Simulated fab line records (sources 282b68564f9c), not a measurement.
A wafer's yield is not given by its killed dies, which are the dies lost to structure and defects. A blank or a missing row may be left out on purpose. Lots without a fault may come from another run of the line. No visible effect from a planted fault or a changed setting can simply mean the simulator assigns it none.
fab line records	flow rit_cmos
record: lots: 6	wafers: 18	last_day: 8
route steps=202 shown PSD@150 SDANNEAL@153 NSD@158 PLDD@159 NLDD@160 SILICIDE@161 M1@202
lots that met no fault: taken from a fault-free run of the same line
start_h: hours from the record's opening day to when the first of the lot's shown wafers began	wait_h: time in hours since the lot's previous step	" repeats the value in the row above	L1.1+2: several wafers, shown together as one row	- no value, or no start given	* or withheld: withheld	< > ~ a bound
route shown NAME@n: a module of which the file shows steps, and the number in the route of the first	usual: the fault-free wafers' mean and standard deviation	same: alike in all rows	chamber/n: place in a boat	sites: readings site by site	_std_site: how widely they spread, as a standard deviation	_edge_site: inner sites' mean taken away from outer sites' mean	radius_mm: for every site, how far away it sits from the centre of the wafer	mask NAME#n: copy n	behind: tool/chamber where the wafer was last shaped	hold: why the lot went on hold/how many hours it stayed there/how the hold came to an end	device: names the non-switching transistor (n, p or np)	end of line: tests of these same wafers at the route's end	a step without rows: its recipe alone	killed: at the first sort, the dies lost to defects and structure; wafer yield is something else	map: a wafer's dies, x killed, . not, _ none there
set.NAME: the run value of the setting; set.NAME@STEP: its run value at that earlier step	model.NAME: the simulator's own value behind a step, which no gauge read
lots at some steps of the route; a table a step, a row a wafer
services: a tool's chamber out of use, with start hour (start_h, from the record's first day; less than 0 if before it), hours out, and reason
== steps ==
step: RIT_PSD_IMPLANT_08
recipe: species: BF2	energy_kev: 27	dose_cm2: 5e+15	tilt_deg: 7
step: RIT_PSD_STRIP_09
recipe: chemistry: O2	time_s: 180	resist: NOVOLAK	platen_temp_c: withheld	power_w: 500	pressure_mtorr: 4000	o2_flow_sccm: 4000
usual: chamber_pressure_mTorr: 4000/3.3	drypump_motor_current_A: 5.7/0.41
lot.wafer	tool	chamber	start_h	wait_h	chamber_pressure_mTorr	drypump_motor_current_A	rf_hours_counter_h
L769.2	plasma_asher-02	1	91.41	0.1	3996	5.9	47
L769.5	"	0	"	"	4006	6.5	-
L769.6	"	1	"	"	3999	5.9	-
L772.1	plasma_asher-04	0	111.29	0.1	4001	5.3	51
L772.4	"	1	"	"	3998	5.9	-
L772.5	"	1	"	"	3999	5.9	-
L776.2	plasma_asher-03	0	132.02	0.1	3995	5.7	34
L776.3	"	1	"	"	4002	5.3	-
L776.4	"	0	"	"	3997	5.7	-
L775.1	plasma_asher-03	1	133.19	0.1	4005	5.2	34
L775.3	"	1	"	"	3992	5.3	-
L775.4	"	0	"	"	3998	5.8	-
L778.1	plasma_asher-04	0	147.18	0.1	4002	5.3	54
L778.3	"	0	"	"	4002	5.3	-
L778.6	"	1	"	"	4004	5.9	-
L783.3	plasma_asher-04	0	183.28	0.1	4000	5.3	-
L783.4	"	1	"	"	4000	5.9	-
L783.5	"	0	"	"	4001	5.3	-
step: RIT_PSD_TW_MEAS_10
usual: PSD_TW: 3440/36
lot.wafer	tool	chamber	start_h	wait_h	PSD_TW
L769.2	film_metro-03	-	91.60	0.1	3457
L769.5	"	-	"	"	3458
L769.6	"	-	"	"	3465
L772.1	film_metro-03	-	111.46	0.1	3478
L772.4	"	-	"	"	3478
L772.5	"	-	"	"	3465
L776.2	film_metro-01	-	132.20	0.1	3390
L776.3	"	-	"	"	3392
L776.4	"	-	"	"	3421
L775.1	film_metro-03	-	133.37	0.1	3512
L775.3	"	-	"	"	3501
L775.4	"	-	"	"	3488
L778.1	film_metro-01	-	147.36	0.1	3396
L778.3	"	-	"	"	3411
L778.6	"	-	"	"	3415
L783.3	film_metro-01	-	183.42	0.1	3427
L783.4	"	-	"	"	3437
L783.5	"	-	"	"	3416
step: RIT_SDANNEAL_CLEAN_00
recipe: chemistry: SC1	mix: 3:3:50	time_s: 600	temp_c: 75
step: RIT_SDANNEAL_CLEAN_01
recipe: chemistry: dHF	dilution: 50:1	time_s: 30
step: RIT_SDANNEAL_CLEAN_02
recipe: chemistry: SC2	mix: 3:3:50	time_s: 600	temp_c: 75	dry: n2_spin
step: RIT_SDANNEAL_RTA_03
recipe: temp_c: 1050	time_s: 5	idle_temp_c: 600	ramp_up_c_per_s: 342	ramp_down_c_per_s: 171	cool_to_c: 600	ambient: N2
usual: wafer_temp_C_max: 1053.5/1.2
lot.wafer	tool	chamber	start_h	wait_h	wafer_temp_C_max
L769.2	rtp_anneal-01	0	92.02	0.0	1053.4
L769.5	"	0	"	"	1053.1
L769.6	"	0	"	"	1051.5
L772.1	rtp_anneal-02	0	111.89	0.0	1051.4
L772.4	"	0	"	"	1055.4
L772.5	"	0	"	"	1052.6
L776.2	rtp_anneal-01	0	132.63	0.0	1054.5
L776.3	"	0	"	"	1054.8
L776.4	"	0	"	"	1052.5
L775.1	rtp_anneal-02	0	133.81	0.0	1052.8
L775.3	"	0	"	"	1052.0
L775.4	"	0	"	"	1052.5
L778.1	rtp_anneal-01	0	147.78	0.0	1052.7
L778.3	"	0	"	"	1052.9
L778.6	"	0	"	"	1053.0
L783.3	rtp_anneal-02	0	183.86	0.0	1053.9
L783.4	"	0	"	"	1054.3
L783.5	"	0	"	"	1054.6
step: RIT_SDANNEAL_RS_MEAS_04
recipe: thk_meas_gauge: four-point-probe
usual: PSD_RS: 115.97/0.28
lot.wafer	tool	chamber	start_h	wait_h	PSD_RS[ohm/sq]
L769.2	film_metro-01	-	92.09	0.1	116.16
L769.5	"	-	"	"	115.79
L769.6	"	-	"	"	115.86
L772.1	film_metro-01	-	111.95	0.0	115.96
L772.4	"	-	"	"	115.97
L772.5	"	-	"	"	116.37
L776.2	film_metro-03	-	132.70	0.1	116.04
L776.3	"	-	"	"	115.67
L776.4	"	-	"	"	115.82
L775.1	film_metro-03	-	133.87	0.0	115.51
L775.3	"	-	"	"	116.17
L775.4	"	-	"	"	115.93
L778.1	film_metro-01	-	147.84	0.0	116.06
L778.3	"	-	"	"	115.63
L778.6	"	-	"	"	116.11
L783.3	film_metro-01	-	183.94	0.1	116.10
L783.4	"	-	"	"	116.12
L783.5	"	-	"	"	115.98
step: RIT_SDANNEAL_RS_MEAS_05
recipe: thk_meas_gauge: four-point-probe
usual: NSD_RS: 84.61/0.24
lot.wafer	tool	chamber	start_h	wait_h	NSD_RS[ohm/sq]
L769.2	film_metro-01	-	92.21	0.1	84.42
L769.5	"	-	"	"	84.54
L769.6	"	-	"	"	84.51
L772.1	film_metro-01	-	112.07	0.1	84.75
L772.4	"	-	"	"	84.69
L772.5	"	-	"	"	84.44
L776.2	film_metro-03	-	132.82	0.1	84.38
L776.3	"	-	"	"	84.02
L776.4	"	-	"	"	84.37
L775.1	film_metro-03	-	133.99	0.1	84.23
L775.3	"	-	"	"	84.57
L775.4	"	-	"	"	84.67
L778.1	film_metro-01	-	147.96	0.1	84.93
L778.3	"	-	"	"	84.77
L778.6	"	-	"	"	84.89
L783.3	film_metro-01	-	184.06	0.1	84.59
L783.4	"	-	"	"	84.59
L783.5	"	-	"	"	84.50
step: RIT_SDANNEAL_RS_MEAS_06
recipe: thk_meas_gauge: four-point-probe
usual: PLDD_RS: 178.8/0.46
lot.wafer	tool	chamber	start_h	wait_h	PLDD_RS[ohm/sq]
L769.2	film_metro-01	-	92.33	0.1	178.6
L769.5	"	-	"	"	178.7
L769.6	"	-	"	"	178.7
L772.1	film_metro-01	-	112.19	0.1	178.7
L772.4	"	-	"	"	179.0
L772.5	"	-	"	"	179.0
L776.2	film_metro-03	-	132.94	0.1	179.1
L776.3	"	-	"	"	179.2
L776.4	"	-	"	"	179.1
L775.1	film_metro-03	-	134.11	0.1	179.4
L775.3	"	-	"	"	178.5
L775.4	"	-	"	"	178.8
L778.1	film_metro-01	-	148.08	0.1	178.5
L778.3	"	-	"	"	178.8
L778.6	"	-	"	"	178.8
L783.3	film_metro-01	-	184.18	0.1	179.0
L783.4	"	-	"	"	178.7
L783.5	"	-	"	"	178.8
step: RIT_SDANNEAL_RS_MEAS_07
recipe: thk_meas_gauge: four-point-probe
usual: NLDD_RS: 151.6/0.52
lot.wafer	tool	chamber	start_h	wait_h	NLDD_RS[ohm/sq]
L769.2	film_metro-01	-	92.45	0.1	151.0
L769.5	"	-	"	"	150.7
L769.6	"	-	"	"	151.2
L772.1	film_metro-01	-	112.31	0.1	151.3
L772.4	"	-	"	"	151.9
L772.5	"	-	"	"	151.7
L776.2	film_metro-03	-	133.06	0.1	151.4
L776.3	"	-	"	"	151.7
L776.4	"	-	"	"	151.9
L775.1	film_metro-03	-	134.23	0.1	150.4
L775.3	"	-	"	"	151.0
L775.4	"	-	"	"	151.0
L778.1	film_metro-01	-	148.20	0.1	151.7
L778.3	"	-	"	"	151.5
L778.6	"	-	"	"	151.0
L783.3	film_metro-01	-	184.30	0.1	152.1
L783.4	"	-	"	"	151.7
L783.5	"	-	"	"	151.6
step: RIT_SILICIDE_WET_ETCH_00
recipe: chemistry: BOE	target: SiO2	target_depth_nm: 14	time_s: 15	dry: n2_spin	dilution: 10:1	temp_c: 21.5
step: RIT_SILICIDE_SPUTTER_01
recipe: material: Ti	target_thk_nm: 30	power_w: 350	chamber_pressure_pa: 0.667	gas: Ar	time_s: 240	substrate_temp_c: 25
usual: chamber_pressure_pa: 0.6669/0.0013	throttle_valve_pct: 30.0/1.1
lot.wafer	tool	chamber	start_h	wait_h	chamber_pressure_pa	throttle_valve_pct
L769.2	pvd_sputter-01	-	92.57	0.0	0.6658	31.4
L769.5	"	-	"	"	0.6677	30.3
L769.6	"	-	"	"	0.6667	29.0
L772.1	pvd_sputter-03	-	112.44	0.0	0.6718	29.3
L772.4	"	-	"	"	0.6671	29.2
L772.5	"	-	"	"	0.6664	29.4
L776.2	pvd_sputter-01	-	133.17	0.0	0.6451	28.7
L776.3	"	-	"	"	0.6467	29.5
L776.4	"	-	"	"	0.6475	31.6
L775.1	pvd_sputter-04	-	134.36	0.0	0.6664	30.4
L775.3	"	-	"	"	0.6663	29.5
L775.4	"	-	"	"	0.6671	29.8
L778.1	pvd_sputter-01	-	148.34	0.0	0.6476	31.9
L778.3	"	-	"	"	0.6492	29.5
L778.6	"	-	"	"	0.6464	31.1
L783.3	pvd_sputter-03	-	184.40	0.0	0.6653	30.4
L783.4	"	-	"	"	0.6652	29.1
L783.5	"	-	"	"	0.6664	29.7
step: RIT_SILICIDE_RS_MEAS_02
recipe: thk_meas_gauge: four-point-probe	reads: Ti_of_SILICIDE_SPUTTER_01
usual: SILICIDE_TI_RS: 47.6/0.67
lot.wafer	tool	chamber	start_h	wait_h	SILICIDE_TI_RS[ohm/sq]
L769.2	film_metro-02	-	92.74	0.1	47.5
L769.5	"	-	"	"	47.6
L769.6	"	-	"	"	47.4
L772.1	film_metro-04	-	112.59	0.1	45.6
L772.4	"	-	"	"	47.1
L772.5	"	-	"	"	47.3
L776.2	film_metro-01	-	133.34	0.1	46.0
L776.3	"	-	"	"	45.4
L776.4	"	-	"	"	44.9
L775.1	film_metro-01	-	134.51	0.1	47.8
L775.3	"	-	"	"	48.8
L775.4	"	-	"	"	47.5
L778.1	film_metro-04	-	148.49	0.1	44.7
L778.3	"	-	"	"	44.7
L778.6	"	-	"	"	44.6
L783.3	film_metro-04	-	184.59	0.1	47.1
L783.4	"	-	"	"	46.3
L783.5	"	-	"	"	46.8
step: RIT_SILICIDE_THK_MEAS_03
recipe: thk_meas_gauge: xrf	reads: Ti_of_SILICIDE_SPUTTER_01
usual: SILICIDE_TI_THK: 30.3/0.36
lot.wafer	tool	chamber	start_h	wait_h	SILICIDE_TI_THK[nm]
L769.2	film_metro-02	-	92.85	0.1	30.3
L769.5	"	-	"	"	30.3
L769.6	"	-	"	"	30.5
L772.1	film_metro-04	-	112.71	0.1	31.3
L772.4	"	-	"	"	30.4
L772.5	"	-	"	"	30.4
L776.2	film_metro-01	-	133.45	0.1	29.8
L776.3	"	-	"	"	30.0
L776.4	"	-	"	"	30.5
L775.1	film_metro-01	-	134.63	0.1	30.2
L775.3	"	-	"	"	29.9
L775.4	"	-	"	"	30.5
L778.1	film_metro-04	-	148.61	0.1	30.5
L778.3	"	-	"	"	30.4
L778.6	"	-	"	"	30.5
L783.3	film_metro-04	-	184.69	0.1	30.5
L783.4	"	-	"	"	30.8
L783.5	"	-	"	"	30.7
step: RIT_M1_PROBE_99
usual: killed_at_front_end: 7/3.1	killed_dies: 7/3.2	killed_open: 3.8/2.1	killed_short: 3.6/2
same: gross_dies: 264	killed_at_M0_to_M3: 0	killed_at_M4_up: 0	killed_at_back_side: 0	killed_at_contacts: 0	killed_at_other: 0
lot.wafer	tool	chamber	start_h	wait_h	killed_at_front_end	killed_dies	killed_open	killed_short
L772.1	prober-02	-	119.58	0.1	4	4	2	2
L772.4	prober-02	-	119.73	0.2	3	3	3	0
L772.5	prober-02	-	119.78	0.2	3	3	1	2
L776.2	prober-01	-	140.09	0.1	5	5	2	3
L776.3	prober-01	-	140.14	0.2	15	15	8	7
L776.4	prober-01	-	140.19	0.2	10	10	8	2
L783.3	prober-02	-	192.60	0.2	4	4	4	0
L783.4	prober-02	-	192.65	0.2	5	5	2	3
L783.5	prober-02	-	192.70	0.2	7	7	5	2
killed by level:class
L772.1 GATE:geometric_particle:open=2 SPACER:geometric_particle:short=2
L772.4 GATE:geometric_particle:open=2 FOX1:geometric_particle:open=1
L772.5 GATE:geometric_particle:short=1 SPACER:geometric_particle:short=1 SILICIDE:geometric_particle:open=1
L776.2 FOX1:geometric_particle:open=1 GATE:geometric_particle:short=1 GATE:geometric_particle:open=1 REOX:geometric_particle:short=1 SILICIDE:geometric_particle:short=1
L776.3 GATE:geometric_particle:open=4 FOX1:geometric_particle:open=2 FOX2:geometric_particle:short=2 SPACER:geometric_particle:short=2 FOX1:geometric_particle:short=1 SILICIDE:geometric_particle:open=1 GATE:geometric_particle:short=1 SPACER:geometric_particle:open=1
L776.4 GATE:geometric_particle:open=6 GATE:geometric_particle:short=2 FOX2:geometric_particle:open=1 REOX:geometric_particle:open=1
L783.3 GATE:geometric_particle:open=3 SPACER:geometric_particle:open=1
L783.4 GATE:geometric_particle:short=2 FOX1:geometric_particle:short=1 GATE:geometric_particle:open=1 REOX:geometric_particle:open=1
L783.5 FOX1:geometric_particle:open=2 GATE:geometric_particle:open=2 FOX2:geometric_particle:short=1 FOX2:geometric_particle:open=1 GATE:geometric_particle:short=1
== services ==
tool	chamber	start_h	hours	kind
plasma_asher-02	-	108.75	9.0	pm
plasma_asher-02	0	108.75	9.0	vent_cycle
plasma_asher-02	1	108.75	9.0	vent_cycle
pvd_sputter-03	-	113.26	11.7	repair
plasma_asher-02	0	117.75	-	clean
plasma_asher-02	1	117.75	-	clean
plasma_asher-02	-	180.85	0.5	repair
pvd_sputter-04	-	183.64	6.0	repair
== key ==
first_sign: step: RIT_SILICIDE_SPUTTER_01	reading: chamber_pressure_pa	direction: down	sigmas: 16	usual: 0.6669	struck: 0.6471
effect: step: RIT_SILICIDE_RS_MEAS_02	reading: SILICIDE_TI_RS	direction: down	sigmas: 3.7	usual: 47.6	struck: 45.0
met_at RIT_SILICIDE_SPUTTER_01
struck_wafers L776.2,L776.3,L776.4,L778.1,L778.3,L778.6
tester_left_out L776,L778
onset_between 92.57 133.17
fault: kind: process_parameter_drift	tool: pvd_sputter-01	chamber: -	onset_h: 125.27	steps: RIT_SILICIDE_SPUTTER_01	channel: chamber_pressure_pa	offset: -0.02041	shape: step	end_h: 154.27	stated: 0.667
tester_left_out: of these lots the tester's yield and bins aren't shown, on N5 and GAA mostly nor the transistor test; their killed dies are dies lost to structure and defects alone, not to doping, threshold or leakage, so they don't give the yield
